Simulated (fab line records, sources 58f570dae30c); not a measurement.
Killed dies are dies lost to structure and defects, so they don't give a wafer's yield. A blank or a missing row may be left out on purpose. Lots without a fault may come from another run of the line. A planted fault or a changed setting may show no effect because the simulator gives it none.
Which tool did it? | flow berkeley_cmos170 | 12 lots, 36 wafers sampled, at 2 steps of a route of 331

WHAT THE GAUGES READ, wafer by wafer
UCB170_ACTIVE_THK_MEAS_03. Usual: ACTIVE_OXIDE_THK 26.7 nm, standard deviation 0.47.
lot  | measured    | on            | ACTIVE_OXIDE_THK (nm) | flag
L930 | day 4 06:45 | film_metro-02 | 26.8 26.4 26.5        |
L932 | day 4 14:56 | film_metro-01 | 26.6 25.9 26.3        |
L931 | day 4 14:55 | film_metro-03 | 26.2 25.9 25.9        |
L933 | day 4 23:08 | film_metro-02 | 26.3 26.3 26.6        |
L934 | day 5 11:02 | film_metro-01 | 26.8 26.7 26.6        |
L935 | day 5 11:03 | film_metro-02 | 26.4 26.9 27.1        |
L936 | day 5 22:43 | film_metro-01 | 28.1 27.6 27.6        |
L945 | day 7 04:04 | film_metro-02 | 26.4 26.7 27.0        |
L947 | day 7 04:04 | film_metro-03 | 26.3 26.8 26.2        |
L951 | day 7 22:23 | film_metro-03 | 26.7 25.9 26.2        |
L950 | day 7 22:19 | film_metro-01 | 27.2 27.0 27.3        |
L952 | day 8 06:32 | film_metro-01 | 26.5 26.9 26.3        |

WHICH TOOL RAN EACH LOT (tool, then ch and the chambers of the sampled wafers, then the start)
lot  | UCB170_PWELL_STRIP_16
L930 | plasma_asher-04 ch 0,1, day 3 11:03
L932 | plasma_asher-02 ch 0,1, day 3 18:30
L931 | plasma_asher-03 ch 0,1, day 3 18:36
L933 | plasma_asher-02 ch 0,1, day 3 23:39
L934 | plasma_asher-03 ch 0,1, day 4 05:43
L935 | plasma_asher-04 ch 0,1, day 4 05:57
L936 | plasma_asher-02 ch 0,1, day 4 17:28
L945 | plasma_asher-02 ch 0,1, day 6 11:35
L947 | plasma_asher-03 ch 0, day 6 11:40
L951 | plasma_asher-02 ch 0,1, day 7 04:05
L950 | plasma_asher-04 ch 0,1, day 7 04:08
L952 | plasma_asher-03 ch 0,1, day 7 09:53
- UCB170_PWELL_STRIP_16: strips in O2.

WHAT THE TOOLS THEMSELVES READ (means of the sampled wafers that have a number; where no wafer has one, the mark that the record gives instead)
UCB170_PWELL_STRIP_16. Usual: drypump_motor_current_A 5.5 A, standard deviation 0.49; oes_product_au 0.721 a.u., standard deviation 0.0045; strip_time_to_endpoint_s 18.06 s, standard deviation 0.11.
lot  | tool            | drypump_motor_current_A (A) | oes_product_au (a.u.) | strip_time_to_endpoint_s (s) | flag
L930 | plasma_asher-04 | 6.0                         | 0.717                 | 18.07                        |
L932 | plasma_asher-02 | 5.6                         | 0.722                 | 18.06                        |
L931 | plasma_asher-03 | 5.2                         | 0.716                 | 18.09                        |
L933 | plasma_asher-02 | 5.5                         | 0.718                 | 18.02                        |
L934 | plasma_asher-03 | 5.2                         | 0.721                 | 18.13                        |
L935 | plasma_asher-04 | 5.9                         | 0.722                 | 18.25                        |
L936 | plasma_asher-02 | 5.2                         | 0.719                 | 18.15                        |
L945 | plasma_asher-02 | 5.5                         | 0.725                 | 18.06                        |
L947 | plasma_asher-03 | 5.3                         | 0.723                 | 18.06                        |
L951 | plasma_asher-02 | 5.2                         | 0.723                 | 17.96                        |
L950 | plasma_asher-04 | 5.9                         | 0.721                 | 18.09                        |
L952 | plasma_asher-03 | 5.2                         | 0.720                 | 18.03                        |

THE ANSWER, worked out from the rows above alone
Rule: a lot is off if the mean of its wafers that have a number lies more than 3 standard deviations from the usual mean. A lot without any number at a reading at which 4 lots or more have one is off too. The other lots that the step has rows for count as sound. The gauges are gone through in route order, then the tools' own readings, and for those a lot's mean is taken as printed above. The first step at which some lot is off is used, and at that step the reading that is off furthest; a lot without a number counts as furthest.
No lot is off at any reading shown: from this, nothing can be told.

WHAT THE SIMULATOR HAD PUT IN
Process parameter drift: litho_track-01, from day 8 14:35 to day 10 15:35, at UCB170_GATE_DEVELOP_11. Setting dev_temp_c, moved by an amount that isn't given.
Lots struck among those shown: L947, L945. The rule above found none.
